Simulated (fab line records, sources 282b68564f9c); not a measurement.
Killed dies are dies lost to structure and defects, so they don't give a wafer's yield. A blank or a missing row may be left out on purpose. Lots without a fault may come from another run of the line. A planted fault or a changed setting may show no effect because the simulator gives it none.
fab line records | flow rit_cmos | part 2 of 2: steps 28 to 39 of 39
record lots=5 wafers=15 last_day=7
route steps=202 shown NRETRO@55 PRETRO@64 GATE@75 FOX2@80
lots that met no fault: from a run of the same line without faults
start_h: hours from the record's first day to the start of the lot's first wafer shown | wait_h: hours since the lot's step before | " the same as in the row above | L1.1+2: a row that stands for several wafers | - no value, or no start given | * or withheld: withheld | < > ~ a bound
route shown NAME@n: a module of which the file shows steps, and the number in the route of the first | usual: mean/standard deviation of fault-free wafers | same: alike in all rows | chamber/n: place in a boat | sites: the reading at each site | _std_site: their standard deviation | _edge_site: outer sites' mean less inner sites' | radius_mm: how far each site lies from the wafer's centre | mask NAME#n: copy n | behind: the tool/chamber that last shaped the wafer | hold: why the lot was held/for how many hours/how that ended | device: the transistor (n, p or np) that didn't switch | end of line: the same wafers' tests at the end of the route | a step without rows: its recipe alone | killed: dies lost to structure and defects at the first sort, not the wafer's yield | map: a wafer's dies, x killed, . not, _ none there
set.NAME: the setting as run; set.NAME@STEP: as run at that earlier step | model.NAME: the simulator's own value behind a step, which no gauge read
lots at some steps of the route; a table a step, a row a wafer
services: from which hour (start_h, from the record's first day; less than 0 if before it) a tool's chamber was out of use, for how many hours, and why
## steps
# step RIT_GATE_ANNEAL_06
# recipe temp_c=900 time_s=600 ambient=N2O
# columns lot.wafer tool chamber start_h wait_h
L074.1+3+5 furnace-01 0 42.95 0.0
L085.1+3+5 furnace-01 0 89.44 0.0
L088.1+3+6 furnace-02 0 102.89 0.0
L093.4+5+6 furnace-04 0 128.15 0.0
L095.2+5+6 furnace-01 0 138.38 0.0
# step RIT_GATE_THK_MEAS_07
# recipe reads=SiO2_of_GATE_OXIDATION_05
# usual GATE_OXIDE_THK=3.01/0.067
# columns lot.wafer tool chamber start_h wait_h GATE_OXIDE_THK[nm]
L074.1 film_metro-03 - 43.20 0.0 3.14
L074.3 " - " " 2.98
L074.5 " - " " 3.01
L085.1 film_metro-03 - 89.69 0.0 2.95
L085.3 " - " " 2.97
L085.5 " - " " 3.10
L088.1 film_metro-04 - 103.14 0.0 2.95
L088.3 " - " " 2.92
L088.6 " - " " 3.01
L093.4 film_metro-04 - 128.43 0.0 3.04
L093.5 " - " " 3.05
L093.6 " - " " 3.02
L095.2 film_metro-04 - 138.64 0.0 3.02
L095.5 " - " " 3.03
L095.6 " - " " 2.98
# step RIT_GATE_CVD_08
# recipe material=poly-Si target_thk_nm=250 temp_c=610 precursor=SiH4 time_s=2220 pressure_mtorr=300 sih4_flow_sccm=100
# usual susceptor_temp_C=609.97/0.23
# columns lot.wafer tool chamber start_h wait_h susceptor_temp_C
L074.1 lpcvd-01 1 43.27 0.1 609.86
L074.3 " 1 " " 610.02
L074.5 " 1 " " 610.05
L085.1 lpcvd-01 0 89.75 0.1 609.86
L085.3 " 0 " " 609.80
L085.5 " 0 " " 610.05
L088.1 lpcvd-02 0 103.20 0.1 610.06
L088.3 " 0 " " 610.22
L088.6 " 0 " " 609.79
L093.4 lpcvd-01 0 128.53 0.1 610.14
L093.5 " 0 " " 610.24
L093.6 " 0 " " 609.87
L095.2 lpcvd-02 1 138.69 0.0 610.32
L095.5 " 1 " " 610.36
L095.6 " 1 " " 610.31
# step RIT_GATE_THK_MEAS_09
# recipe reads=poly-Si_of_GATE_CVD_08
# usual GATE_POLY_THK=249.7/2.1
# columns lot.wafer tool chamber start_h wait_h GATE_POLY_THK[nm]
L074.1 film_metro-03 - 44.88 0.0 248.6
L074.3 " - " " 251.1
L074.5 " - " " 248.5
L085.1 film_metro-01 - 91.37 0.0 251.8
L085.3 " - " " 249.1
L085.5 " - " " 251.7
L088.1 film_metro-04 - 104.82 0.0 253.4
L088.3 " - " " 252.3
L088.6 " - " " 249.9
L093.4 film_metro-03 - 130.18 0.0 249.7
L093.5 " - " " 247.4
L093.6 " - " " 247.1
L095.2 film_metro-03 - 140.32 0.0 251.7
L095.5 " - " " 250.5
L095.6 " - " " 250.0
# step RIT_GATE_HMDS_10
# recipe prime_time_s=60 prime_temp_c=140
# usual exhaust_pa=45.0/0.94
# columns lot.wafer tool chamber start_h wait_h exhaust_pa
L074.1 litho_track-04 0 44.94 0.1 43.5
L074.3 " 0 " " 45.2
L074.5 " 0 " " 44.7
L085.1 litho_track-03 0 91.52 0.1 44.7
L085.3 " 0 " " 45.6
L085.5 " 0 " " 45.0
L088.1 litho_track-04 0 104.88 0.1 44.4
L088.3 " 0 " " 44.9
L088.6 " 0 " " 46.0
L093.4 litho_track-04 0 130.28 0.1 47.4
L093.5 " 0 " " 45.1
L093.6 " 0 " " 45.3
L095.2 litho_track-04 0 140.39 0.1 45.7
L095.5 " 0 " " 44.9
L095.6 " 0 " " 44.3
# step RIT_GATE_COAT_11
# recipe resist=NOVOLAK spin_rpm=4250 resist_thk_nm=850
# usual exhaust_pa=45.0/0.85
# columns lot.wafer tool chamber start_h wait_h exhaust_pa
L074.1 litho_track-04 0 45.09 0.1 44.3
L074.3 " 0 " " 44.5
L074.5 " 0 " " 45.4
L085.1 litho_track-03 0 91.67 0.1 45.8
L085.3 " 0 " " 44.2
L085.5 " 0 " " 46.0
L088.1 litho_track-04 0 105.03 0.1 46.1
L088.3 " 0 " " 45.8
L088.6 " 0 " " 44.3
L093.4 litho_track-04 0 130.43 0.1 45.2
L093.5 " 0 " " 45.0
L093.6 " 0 " " 45.2
L095.2 litho_track-04 0 140.54 0.1 44.8
L095.5 " 0 " " 43.9
L095.6 " 0 " " 44.9
# step RIT_GATE_SOFTBAKE_12
# recipe resist=NOVOLAK temp_c=90 time_s=60
# usual exhaust_pa=45.0/1
# columns lot.wafer tool chamber start_h wait_h exhaust_pa
L074.1 litho_track-04 0 45.24 0.1 46.3
L074.3 " 0 " " 46.4
L074.5 " 0 " " 46.6
L085.1 litho_track-03 0 91.82 0.1 46.3
L085.3 " 0 " " 45.6
L085.5 " 0 " " 44.9
L088.1 litho_track-04 0 105.18 0.1 44.3
L088.3 " 0 " " 45.0
L088.6 " 0 " " 43.7
L093.4 litho_track-04 0 130.58 0.1 46.1
L093.5 " 0 " " 44.2
L093.6 " 0 " " 45.0
L095.2 litho_track-04 0 140.69 0.1 45.6
L095.5 " 0 " " 44.9
L095.6 " 0 " " 44.1
# step RIT_GATE_EXPOSE_13
# recipe mask_id=M6 na=0.6 source_shape=conventional sigma_outer=0.6 target_cd_nm=150 dose_mj=380
# usual focus_offset_nm=-0.1/0.56
# columns lot.wafer tool chamber start_h wait_h mask focus_offset_nm
L074.1 iline_stepper-02 0 45.52 0.3 M6#0 -0.6
L074.3 " 0 " " M6#0 0.0
L074.5 " 0 " " M6#0 -0.4
L085.1 iline_stepper-02 0 91.97 0.1 M6#0 0.3
L085.3 " 0 " " M6#0 -0.4
L085.5 " 0 " " M6#0 0.8
L088.1 iline_stepper-02 0 105.45 0.2 M6#0 0.8
L088.3 " 0 " " M6#0 0.8
L088.6 " 0 " " M6#0 0.3
L093.4 iline_stepper-02 0 130.71 0.1 M6#0 0.1
L093.5 " 0 " " M6#0 -0.4
L093.6 " 0 " " M6#0 0.8
L095.2 iline_stepper-01 0 140.96 0.2 M6#0 -0.4
L095.5 " 0 " " M6#0 -0.1
L095.6 " 0 " " M6#0 -0.8
# step RIT_GATE_PEB_14
# recipe resist=NOVOLAK temp_c=withheld time_s=withheld
# usual exhaust_pa=45.1/0.93
# columns lot.wafer tool chamber start_h wait_h exhaust_pa
L074.1 litho_track-03 0 45.63 0.1 45.3
L074.3 " 0 " " 46.4
L074.5 " 0 " " 45.5
L085.1 litho_track-03 0 92.09 0.1 45.2
L085.3 " 0 " " 44.8
L085.5 " 0 " " 46.3
L088.1 litho_track-01 0 105.57 0.1 44.3
L088.3 " 0 " " 43.4
L088.6 " 0 " " 44.9
L093.4 litho_track-01 0 131.09 0.4 44.5
L093.5 " 0 " " 43.6
L093.6 " 0 " " 44.2
L095.2 litho_track-04 0 141.08 0.1 43.5
L095.5 " 0 " " 45.8
L095.6 " 0 " " 45.4
# step RIT_GATE_DEVELOP_15
# recipe resist=NOVOLAK develop_time_s=50 dev_temp_c=23
# usual exhaust_pa=44.9/0.92
# columns lot.wafer tool chamber start_h wait_h exhaust_pa
L074.1 litho_track-03 0 - - 43.5
L074.3 " 0 " " 43.9
L074.5 " 0 " " 43.6
L085.1 litho_track-03 0 - - 45.2
L085.3 " 0 " " 45.7
L085.5 " 0 " " 46.0
L088.1 litho_track-01 0 - - 46.7
L088.3 " 0 " " 44.3
L088.6 " 0 " " 46.5
L093.4 litho_track-01 0 - - 45.1
L093.5 " 0 " " 45.0
L093.6 " 0 " " 45.4
L095.2 litho_track-04 0 - - 43.7
L095.5 " 0 " " 43.7
L095.6 " 0 " " 44.0
# step RIT_GATE_CD_MEAS_16
# recipe target_cd_nm=150
# usual cd_nm=151.2/2.5
# columns lot.wafer tool chamber start_h wait_h cd_nm
L074.1 cd_sem-02 - 45.92 - 149.9
L074.3 " - " " 150.9
L074.5 " - " " 151.4
L085.1 cd_sem-02 - 92.37 - 148.9
L085.3 " - " " 152.1
L085.5 " - " " 147.7
L088.1 cd_sem-02 - 105.85 - 154.6
L088.3 " - " " 156.6
L088.6 " - " " 155.6
L093.4 cd_sem-02 - 131.36 - 148.8
L093.5 " - " " 151.0
L093.6 " - " " 150.1
L095.2 cd_sem-01 - 141.36 - 150.5
L095.5 " - " " 150.3
L095.6 " - " " 151.9
# step RIT_GATE_OVL_MEAS_17
# usual GATE_OVL=-0.7/1.2
# columns lot.wafer tool chamber start_h wait_h GATE_OVL[nm]
L074.1 overlay-02 - 46.04 0.1 -0.3
L074.3 " - " " 0.1
L074.5 " - " " -1.3
L085.1 overlay-01 - 92.49 0.1 -1.4
L085.3 " - " " -0.3
L085.5 " - " " -1.7
L088.1 overlay-01 - 105.97 0.1 -0.9
L088.3 " - " " -2.4
L088.6 " - " " 0.5
L093.4 overlay-02 - 131.44 0.1 -1.5
L093.5 " - " " 1.4
L093.6 " - " " -1.6
L095.2 overlay-02 - 141.47 0.1 -1.3
L095.5 " - " " -1.0
L095.6 " - " " -1.2
## services
# columns tool chamber start_h hours kind
plasma_asher-01 - 21.02 1.2 repair
iline_stepper-01 - 44.04 4.4 pm
iline_stepper-02 - 50.04 5.8 repair
lpcvd-02 - 56.49 4.3 pm
furnace-04 - 62.22 2.5 pm
iline_stepper-02 0 62.32 - calibration
implanter-01 - 83.52 4.2 pm
furnace-02 - 91.55 2.2 pm
plasma_asher-01 - 106.44 15.6 pm
iline_stepper-01 0 107.33 - calibration
plasma_asher-04 - 108.75 9.0 pm
plasma_asher-04 0 108.75 9.0 vent_cycle
plasma_asher-04 1 108.75 9.0 vent_cycle
lpcvd-01 - 111.01 1.0 repair
iline_stepper-02 - 111.03 2.4 repair
plasma_asher-04 0 117.75 - clean
plasma_asher-04 1 117.75 - clean
furnace-01 - 131.83 3.2 pm
plasma_asher-01 - 131.99 10.1 repair
